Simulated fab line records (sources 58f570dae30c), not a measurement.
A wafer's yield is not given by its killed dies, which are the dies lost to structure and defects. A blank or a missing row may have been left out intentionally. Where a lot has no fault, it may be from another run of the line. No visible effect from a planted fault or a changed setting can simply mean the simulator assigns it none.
Which of the tools did it? + flow berkeley_cmos170 + 13 lots with 39 wafers sampled at 5 steps, on a route of 331 steps

## WHAT THE GAUGES READ, wafer by wafer
UCB170_M1_OVL_MEAS_10. Usual: M1_OVL gives -1 nm (standard deviation 5.4).
| lot  | measured     | on         | M1_OVL (nm) | flag |
|------|--------------|------------|-------------|------|
| L276 | day 8 23:58  | overlay-02 | 5 6 11      |      |
| L277 | day 9 00:40  | overlay-01 | 5 9 2       |      |
| L278 | day 9 11:13  | overlay-01 | 3 -2 5      |      |
| L280 | day 9 13:16  | overlay-01 | 3 4 4       |      |
| L281 | day 9 13:38  | overlay-02 | -4 -2 0     |      |
| L282 | day 9 20:22  | overlay-01 | 1 -6 3      |      |
| L283 | day 9 20:39  | overlay-02 | -2 3 3      |      |
| L284 | day 10 13:10 | overlay-02 | -10 -7 -6   |      |
| L291 | day 11 03:40 | overlay-02 | -3 -9 -13   |      |
| L289 | day 11 03:57 | overlay-02 | -5 -7 -9    |      |
| L288 | day 11 04:01 | overlay-01 | 2 -2 -7     |      |
| L294 | day 12 04:34 | overlay-01 | 1 8 6       |      |
| L296 | day 12 18:41 | overlay-01 | -4 -7 -9    |      |

UCB170_V1_CD_MEAS_12 targets a cd of 700 nm. Usual: cd_nm reads 699.5 nm (standard deviation 1.3).
| lot  | measured     | on        | cd_nm (nm)        | flag |
|------|--------------|-----------|-------------------|------|
| L276 | day 9 04:31  | cd_sem-02 | 697.6 698.8 698.5 |      |
| L277 | day 9 05:19  | cd_sem-02 | 702.0 700.2 700.8 |      |
| L278 | day 9 16:12  | cd_sem-01 | 699.1 700.0 699.5 |      |
| L280 | day 9 18:37  | cd_sem-02 | 697.6 696.5 698.0 |      |
| L281 | day 9 18:27  | cd_sem-01 | 697.6 698.4 698.5 |      |
| L282 | day 10 01:20 | cd_sem-01 | 698.8 699.2 699.7 |      |
| L283 | day 10 02:46 | cd_sem-02 | 696.4 697.3 698.6 |      |
| L284 | day 10 17:17 | cd_sem-02 | 699.3 699.0 698.7 |      |
| L291 | day 11 07:29 | cd_sem-02 | 699.8 698.1 700.2 |      |
| L289 | day 11 09:08 | cd_sem-02 | 697.7 698.1 698.5 |      |
| L288 | day 11 10:07 | cd_sem-01 | 699.6 699.3 698.1 |      |
| L294 | day 12 08:15 | cd_sem-01 | 701.0 699.5 700.8 |      |
| L296 | day 13 02:32 | cd_sem-02 | 699.4 698.5 699.3 |      |

UCB170_M2_RS_MEAS_02: measures by four-point-probe. Usual: M2_AL_RS gives 0.0322 ohm/sq (standard deviation 0.00044).
| lot  | measured     | on            | M2_AL_RS (ohm/sq)    | flag |
|------|--------------|---------------|----------------------|------|
| L276 | day 9 05:13  | film_metro-04 | 0.0330 0.0325 0.0323 |      |
| L277 | day 9 06:01  | film_metro-01 | 0.0315 0.0318 0.0316 |      |
| L278 | day 9 16:54  | film_metro-01 | 0.0320 0.0328 0.0323 |      |
| L280 | day 9 19:22  | film_metro-02 | 0.0316 0.0323 0.0319 |      |
| L281 | day 9 19:10  | film_metro-01 | 0.0330 0.0327 0.0331 |      |
| L282 | day 10 02:04 | film_metro-01 | 0.0320 0.0324 0.0326 |      |
| L283 | day 10 03:29 | film_metro-01 | 0.0321 0.0327 0.0323 |      |
| L284 | day 10 17:59 | film_metro-01 | 0.0324 0.0322 0.0333 |      |
| L291 | day 11 08:12 | film_metro-02 | 0.0320 0.0321 0.0326 |      |
| L289 | day 11 09:50 | film_metro-02 | 0.0319 0.0319 0.0328 |      |
| L288 | day 11 10:49 | film_metro-02 | 0.0324 0.0319 0.0320 |      |
| L294 | day 12 08:57 | film_metro-04 | 0.0343 0.0337 0.0339 | OFF  |
| L296 | day 13 03:14 | film_metro-04 | 0.0323 0.0321 0.0315 |      |

## EACH LOT AND THE TOOL THAT RAN IT (in order: tool; ch and the chambers of the sampled wafers; start)
| lot  | UCB170_M1_STRIP_13                   | UCB170_M2_SPUTTER_01         |
|------|--------------------------------------|------------------------------|
| L276 | plasma_asher-01 ch 0,1, day 9 00:12  | pvd_sputter-04, day 9 05:05  |
| L277 | plasma_asher-03 ch 0,1, day 9 00:53  | pvd_sputter-01, day 9 05:56  |
| L278 | plasma_asher-02 ch 0,1, day 9 11:26  | pvd_sputter-01, day 9 16:49  |
| L280 | plasma_asher-03 ch 0,1, day 9 13:36  | pvd_sputter-01, day 9 19:16  |
| L281 | plasma_asher-01 ch 0,1, day 9 13:50  | pvd_sputter-04, day 9 19:03  |
| L282 | plasma_asher-03 ch 0,1, day 9 20:35  | pvd_sputter-01, day 10 01:58 |
| L283 | plasma_asher-02 ch 0,1, day 9 20:59  | pvd_sputter-04, day 10 03:23 |
| L284 | plasma_asher-01 ch 0,1, day 10 13:23 | pvd_sputter-04, day 10 17:54 |
| L291 | plasma_asher-02 ch 0,1, day 11 04:01 | pvd_sputter-04, day 11 08:07 |
| L289 | plasma_asher-03 ch 0, day 11 04:09   | pvd_sputter-03, day 11 09:44 |
| L288 | plasma_asher-02 ch 0,1, day 11 04:22 | pvd_sputter-04, day 11 10:44 |
| L294 | plasma_asher-03 ch 0,1, day 12 04:46 | pvd_sputter-04, day 12 08:52 |
| L296 | plasma_asher-03 ch 0,1, day 12 18:53 | pvd_sputter-03, day 13 03:09 |
- UCB170_M1_STRIP_13: strips in O2.
- UCB170_M2_SPUTTER_01: material Al, target thk 900 nm, time 120 s.

## AS READ BY THE TOOLS THEMSELVES (means over the sampled wafers that have a number; for cases with no such wafer, the mark the record gives instead)
UCB170_M1_STRIP_13. Usual: drypump_motor_current_A 5.68 A, standard deviation 0.22; oes_product_au 0.720 a.u., standard deviation 0.0045.
| lot  | tool            | drypump_motor_current_A (A) | oes_product_au (a.u.) | flag |
|------|-----------------|-----------------------------|-----------------------|------|
| L276 | plasma_asher-01 | 5.82                        | 0.724                 |      |
| L277 | plasma_asher-03 | 5.72                        | 0.716                 |      |
| L278 | plasma_asher-02 | 5.46                        | 0.722                 |      |
| L280 | plasma_asher-03 | 5.70                        | 0.722                 |      |
| L281 | plasma_asher-01 | 5.79                        | 0.722                 |      |
| L282 | plasma_asher-03 | 5.73                        | 0.722                 |      |
| L283 | plasma_asher-02 | 5.47                        | 0.722                 |      |
| L284 | plasma_asher-01 | 5.67                        | 0.721                 |      |
| L291 | plasma_asher-02 | 5.47                        | 0.723                 |      |
| L289 | plasma_asher-03 | 5.79                        | 0.721                 |      |
| L288 | plasma_asher-02 | 5.47                        | 0.716                 |      |
| L294 | plasma_asher-03 | 5.63                        | 0.719                 |      |
| L296 | plasma_asher-03 | 5.72                        | 0.721                 |      |

UCB170_M2_SPUTTER_01. Usual: chamber_pressure_pa 0.4999 Pa, standard deviation 0.00099; throttle_valve_pct 30.4 %, standard deviation 0.96.
| lot  | tool           | chamber_pressure_pa (Pa) | throttle_valve_pct (%) | flag |
|------|----------------|--------------------------|------------------------|------|
| L276 | pvd_sputter-04 | 0.4991                   | 29.5                   |      |
| L277 | pvd_sputter-01 | 0.5002                   | 30.5                   |      |
| L278 | pvd_sputter-01 | 0.4999                   | 30.8                   |      |
| L280 | pvd_sputter-01 | 0.4990                   | 31.4                   |      |
| L281 | pvd_sputter-04 | 0.4989                   | 29.7                   |      |
| L282 | pvd_sputter-01 | 0.4997                   | 31.1                   |      |
| L283 | pvd_sputter-04 | 0.5005                   | 29.4                   |      |
| L284 | pvd_sputter-04 | 0.4997                   | 29.8                   |      |
| L291 | pvd_sputter-04 | 0.5005                   | 29.5                   |      |
| L289 | pvd_sputter-03 | 0.5001                   | 31.3                   |      |
| L288 | pvd_sputter-04 | 0.4996                   | 30.4                   |      |
| L294 | pvd_sputter-04 | 0.5005                   | 29.9                   |      |
| L296 | pvd_sputter-03 | 0.5008                   | 30.2                   |      |

## THE ANSWER, worked out from the rows above alone
Rule: lot off if the mean of its wafers having a number is beyond 3 standard deviations from the usual mean. Also off: a lot with no number at a reading for which 4 or more lots have one. All remaining lots with rows at the step are treated as sound. After the gauges, taken in route order, come the tools' own readings; for these a lot's mean is taken, as printed above. The first step at which some lot is off is used, and at that step the reading that is off furthest; a lot without a number counts as furthest.
Off: L294, at UCB170_M2_RS_MEAS_02 (M2_AL_RS).
If a tool, at a process step before that reading, ran all the lots that are off and no sound lot after the first of them, it fits. Gauges at UCB170_M2_RS_MEAS_02: tried the same way as those tools. One fits: UCB170_M2_SPUTTER_01 on pvd_sputter-04. Its last sound lot is L288 (day 11 10:44), its first lot that is off L294 (day 12 08:52): a fault that began between those two fits.

## WHAT THE SIMULATOR HAD PUT IN
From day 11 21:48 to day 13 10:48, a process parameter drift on pvd_sputter-04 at UCB170_M2_SPUTTER_01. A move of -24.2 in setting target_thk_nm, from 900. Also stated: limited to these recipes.
Struck lots among those shown: L294. Same finding as the rule above.
